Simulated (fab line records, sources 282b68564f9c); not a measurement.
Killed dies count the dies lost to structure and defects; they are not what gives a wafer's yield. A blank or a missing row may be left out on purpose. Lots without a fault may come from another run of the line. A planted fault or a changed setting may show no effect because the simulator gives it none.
Which tool is to blame? -- flow rit-cmos -- 14 lots with 42 wafers sampled at 3 steps, on a route of 202 steps

== WHAT THE GAUGES READ, wafer by wafer ==
RIT_SDANNEAL_RS_MEAS_04: measurement is done with a four-point probe. Usual: PSD_RS 115.8 ohm/sq, standard deviation 0.34.
lot,measured,on,PSD_RS (ohm/sq),flag
L174,day 3 12:26,film-metro-04,115.4 115.5 115.5,
L176,day 3 18:40,film-metro-04,115.2 115.3 115.2,
L177,day 4 02:26,film-metro-02,116.1 115.7 116.1,
L178,day 4 06:01,film-metro-01,116.2 115.9 116.0,
L179,day 4 06:26,film-metro-02,116.2 116.1 115.9,
L180,day 4 18:49,film-metro-01,115.9 115.8 115.8,
L184,day 5 09:59,film-metro-02,113.9 113.6 113.5,OFF
L186,day 6 00:31,film-metro-02,113.9 114.1 114.1,OFF
L187,day 6 04:38,film-metro-02,115.5 115.5 115.8,
L189,day 6 16:20,film-metro-01,115.8 116.0 115.6,
L191,day 7 00:56,film-metro-01,115.4 115.5 115.5,
L193,day 7 06:49,film-metro-01,115.9 116.0 116.1,
L195,day 7 16:11,film-metro-04,115.1 115.3 115.3,
L197,day 8 00:02,film-metro-02,116.2 116.1 115.8,

RIT_SDANNEAL_RS_MEAS_06: measurement is done with a four-point probe. Usual: PLDD_RS 178.5 ohm/sq, standard deviation 0.53.
lot,measured,on,PLDD_RS (ohm/sq),flag
L174,day 3 12:41,film-metro-04,177.6 178.5 177.6,
L176,day 3 18:55,film-metro-04,178.7 178.2 178.2,
L177,day 4 02:40,film-metro-02,178.8 178.2 178.9,
L178,day 4 06:15,film-metro-01,179.3 178.9 179.6,
L179,day 4 06:40,film-metro-02,178.8 179.2 179.4,
L180,day 4 19:03,film-metro-01,178.4 178.1 178.3,
L184,day 5 10:14,film-metro-02,176.5 175.9 176.0,OFF
L186,day 6 00:46,film-metro-02,176.6 176.6 176.0,OFF
L187,day 6 04:52,film-metro-02,178.2 179.0 178.0,
L189,day 6 16:34,film-metro-01,179.3 179.0 178.6,
L191,day 7 01:10,film-metro-01,178.3 177.9 178.1,
L193,day 7 07:03,film-metro-01,178.6 178.4 178.6,
L195,day 7 16:26,film-metro-04,177.6 177.8 178.2,
L197,day 8 00:16,film-metro-02,178.8 178.5 178.6,

== EACH LOT AND THE TOOL THAT RAN IT (in order: tool; ch and the chambers of the sampled wafers; start) ==
lot,RIT_SDANNEAL_RTA_03
L174,"rtp-anneal-02 ch 0, day 3 12:23"
L176,"rtp-anneal-02 ch 0, day 3 18:35"
L177,"rtp-anneal-01 ch 0, day 4 02:22"
L178,"rtp-anneal-02 ch 0, day 4 05:57"
L179,"rtp-anneal-01 ch 0, day 4 06:22"
L180,"rtp-anneal-02 ch 0, day 4 18:45"
L184,"rtp-anneal-02 ch 0, day 5 09:55"
L186,"rtp-anneal-02 ch 0, day 6 00:28"
L187,"rtp-anneal-01 ch 0, day 6 04:34"
L189,"rtp-anneal-01 ch 0, day 6 16:16"
L191,"rtp-anneal-01 ch 0, day 7 00:49"
L193,"rtp-anneal-01 ch 0, day 7 06:41"
L195,"rtp-anneal-01 ch 0, day 7 16:07"
L197,"rtp-anneal-01 ch 0, day 7 23:56"
- RIT_SDANNEAL_RTA_03: time 5 s.

== WHAT THE TOOLS THEMSELVES READ (means of the sampled wafers that have a number; where no wafer has one, the mark that the record gives instead) ==
RIT_SDANNEAL_RTA_03. Usual: wafer_temp_C_max reads 1053.4 (standard deviation 1.3).
lot,tool,wafer_temp_C_max,flag
L174,rtp-anneal-02,1053.5,
L176,rtp-anneal-02,1054.3,
L177,rtp-anneal-01,1052.8,
L178,rtp-anneal-02,1054.3,
L179,rtp-anneal-01,1054.1,
L180,rtp-anneal-02,1053.2,
L184,rtp-anneal-02,1052.9,
L186,rtp-anneal-02,1053.7,
L187,rtp-anneal-01,1053.3,
L189,rtp-anneal-01,1053.5,
L191,rtp-anneal-01,1053.3,
L193,rtp-anneal-01,1053.6,
L195,rtp-anneal-01,1053.0,
L197,rtp-anneal-01,1053.5,

== THE ANSWER, worked out from the rows above alone ==
Rule: take the mean of a lot's wafers that have a number; if it is more than 3 standard deviations from the usual mean, the lot is off. Also off: a lot with no number at a reading for which 4 or more lots have one. Any other lot the step has rows for is counted as sound. Order of review: gauges by route order, followed by the tools' own readings, for which a lot's mean as printed above is used. The first step at which some lot is off is used, and at that step the reading that is off furthest; a lot without a number counts as furthest.
Off: L184, L186, seen at RIT_SDANNEAL_RS_MEAS_04 (PSD_RS).
A tool fits if, at a process step before that reading, it ran every lot that is off, and no sound lot after the first of them. Gauges at RIT_SDANNEAL_RS_MEAS_04: tried the same way as those tools. One fits: rtp-anneal-02 at RIT_SDANNEAL_RTA_03. A fault onset in the window from L180 (day 4 18:45, its last sound lot) to L184 (day 5 09:55, its first lot off) fits.

== WHAT HAD BEEN PUT IN BY THE SIMULATOR ==
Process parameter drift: rtp-anneal-02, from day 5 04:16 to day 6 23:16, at RIT_SDANNEAL_RTA_03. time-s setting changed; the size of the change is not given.
Lots struck among those shown: L184, L186. The same result came from the rule above.
